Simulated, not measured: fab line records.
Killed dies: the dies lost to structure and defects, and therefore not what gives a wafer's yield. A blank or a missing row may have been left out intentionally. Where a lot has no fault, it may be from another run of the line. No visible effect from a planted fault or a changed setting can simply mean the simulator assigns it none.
Check for tools in common :: flow ritCmos :: Sampled: 14 lots, 48 wafers

## WHY THIS WAS OPENED
At RIT_ACTIVE_CD_MEAS_11 the reading cdNm is flagged on 2 of 14 lots. Wafers without a fault read 1400.1 nm, standard deviation 2.4.
Rule: a lot is flagged when every wafer of it that has a number lies more than 4 standard deviations from that mean, or none has a number. The other lots count as sound.

lot: L885
measured: day 1 15:19
on: cdSem-01
cdNm (nm), wafer by wafer: 1398.5 1398.2 1396.8
flag: 

lot: L886
measured: day 1 21:45
on: cdSem-02
cdNm (nm), wafer by wafer: 1396.1 1396.3 1394.2
flag: 

lot: L887
measured: day 2 00:43
on: cdSem-02
cdNm (nm), wafer by wafer: 1399.1 1400.9 1403.4
flag: 

lot: L889
measured: day 2 10:29
on: cdSem-02
cdNm (nm), wafer by wafer: 1399.5 1398.3 1398.6
flag: 

lot: L891
measured: day 2 20:35
on: cdSem-01
cdNm (nm), wafer by wafer: 1397.1 1398.1 1400.2
flag: 

lot: L892
measured: day 3 01:32
on: cdSem-02
cdNm (nm), wafer by wafer: 1402.3 1403.3 1403.0
flag: 

lot: L893
measured: day 3 06:36
on: cdSem-02
cdNm (nm), wafer by wafer: 1402.3 1404.1 1403.7
flag: 

lot: L894
measured: day 3 13:29
on: cdSem-01
cdNm (nm), wafer by wafer: 1403.7 1403.5 1402.6
flag: 

lot: L896
measured: day 4 03:27
on: cdSem-01
cdNm (nm), wafer by wafer: 1399.6 1399.6 1397.4
flag: 

lot: L898
measured: day 4 07:36
on: cdSem-01
cdNm (nm), wafer by wafer: 1397.9 1397.2 1394.6
flag: 

lot: L899
measured: day 4 14:04
on: cdSem-02
cdNm (nm), wafer by wafer: 1681.7 1681.6 1682.4 1681.7 1681.4 1682.4
flag: FLAGGED

lot: L902
measured: day 5 04:38
on: cdSem-01
cdNm (nm), wafer by wafer: 1403.7 1403.4 1402.0
flag: 

lot: L903
measured: day 5 09:53
on: cdSem-02
cdNm (nm), wafer by wafer: 1681.2 1679.9 1681.5 1681.0 1679.1 1681.4
flag: FLAGGED

lot: L908
measured: day 6 10:28
on: cdSem-02
cdNm (nm), wafer by wafer: 1405.5 1404.2 1402.6
flag: 
On average the flagged lots read 1681.3 nm, which is +281.2 nm against the usual, or +99 or more standard deviations.

## EACH LOT AND THE TOOL IT RAN ON
The record holds 1 process step before the reading, out of a route of 202 steps. Every cell lists first the tool, next ch and the chambers used by the sampled wafers, and last the start.
lot: L885
flag: 
RIT_ACTIVE_DEVELOP_10: lithoTrack-03 ch 0, day 1 15:00

lot: L886
flag: 
RIT_ACTIVE_DEVELOP_10: lithoTrack-01 ch 0, day 1 21:00

lot: L887
flag: 
RIT_ACTIVE_DEVELOP_10: lithoTrack-01 ch 0, day 2 00:00

lot: L889
flag: 
RIT_ACTIVE_DEVELOP_10: lithoTrack-01 ch 0, day 2 10:00

lot: L891
flag: 
RIT_ACTIVE_DEVELOP_10: lithoTrack-03 ch 0, day 2 20:00

lot: L892
flag: 
RIT_ACTIVE_DEVELOP_10: lithoTrack-03 ch 0, day 3 01:00

lot: L893
flag: 
RIT_ACTIVE_DEVELOP_10: lithoTrack-01 ch 0, day 3 06:00

lot: L894
flag: 
RIT_ACTIVE_DEVELOP_10: lithoTrack-03 ch 0, day 3 13:00

lot: L896
flag: 
RIT_ACTIVE_DEVELOP_10: lithoTrack-01 ch 0, day 4 03:00

lot: L898
flag: 
RIT_ACTIVE_DEVELOP_10: lithoTrack-01 ch 0, day 4 07:00

lot: L899
flag: FLAGGED
RIT_ACTIVE_DEVELOP_10: lithoTrack-01 ch 0, day 4 13:00

lot: L902
flag: 
RIT_ACTIVE_DEVELOP_10: lithoTrack-04 ch 0, day 5 04:00

lot: L903
flag: FLAGGED
RIT_ACTIVE_DEVELOP_10: lithoTrack-01 ch 0, day 5 09:00

lot: L908
flag: 
RIT_ACTIVE_DEVELOP_10: lithoTrack-03 ch 0, day 6 10:00
What the steps here do:
- RIT_ACTIVE_DEVELOP_10: develop time 50 s.
- RIT_ACTIVE_CD_MEAS_11: target cd 1400 nm.

## FLAGGED OVER TOTAL, TOOL BY TOOL (the gauges that took the reading come last)
step: RIT_ACTIVE_DEVELOP_10
tool: lithoTrack-01
lots run: 8
flagged: 2
share of the flagged lots: all
sound lots run after its first flagged lot: 0

step: RIT_ACTIVE_DEVELOP_10
tool: lithoTrack-03
lots run: 5
flagged: 0
share of the flagged lots: none
sound lots run after its first flagged lot: -

step: RIT_ACTIVE_DEVELOP_10
tool: lithoTrack-04
lots run: 1
flagged: 0
share of the flagged lots: none
sound lots run after its first flagged lot: -

step: RIT_ACTIVE_CD_MEAS_11
tool: cdSem-01
lots run: 6
flagged: 0
share of the flagged lots: none
sound lots run after its first flagged lot: -

step: RIT_ACTIVE_CD_MEAS_11
tool: cdSem-02
lots run: 8
flagged: 2
share of the flagged lots: all
sound lots run after its first flagged lot: 1 (L908)

## WHAT IS ALLOWED BY THE TABLE
lithoTrack-01 at RIT_ACTIVE_DEVELOP_10 and cdSem-02 at RIT_ACTIVE_CD_MEAS_11 are the 2 rows of the table that ran each flagged lot.
- lithoTrack-01 at RIT_ACTIVE_DEVELOP_10: 2 of its 8 lots flagged. Last sound lot L898 at day 4 07:00, first flagged lot L899 at day 4 13:00; a fault beginning in between fits.
- cdSem-02 at RIT_ACTIVE_CD_MEAS_11: 2 of its 8 lots flagged. Sound lots followed the first flagged one (L908) on it, something a lasting fault affecting the whole tool could not allow.
lithoTrack-01 at RIT_ACTIVE_DEVELOP_10 is the single tool remaining.

## WHAT WAS PUT IN BY THE SIMULATOR
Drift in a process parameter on lithoTrack-01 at RIT_ACTIVE_DEVELOP_10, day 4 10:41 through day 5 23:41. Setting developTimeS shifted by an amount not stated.
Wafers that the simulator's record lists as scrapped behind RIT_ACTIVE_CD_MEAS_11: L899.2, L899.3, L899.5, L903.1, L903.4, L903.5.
Shown lots that were struck: L899, L903. Same finding as the rule above.
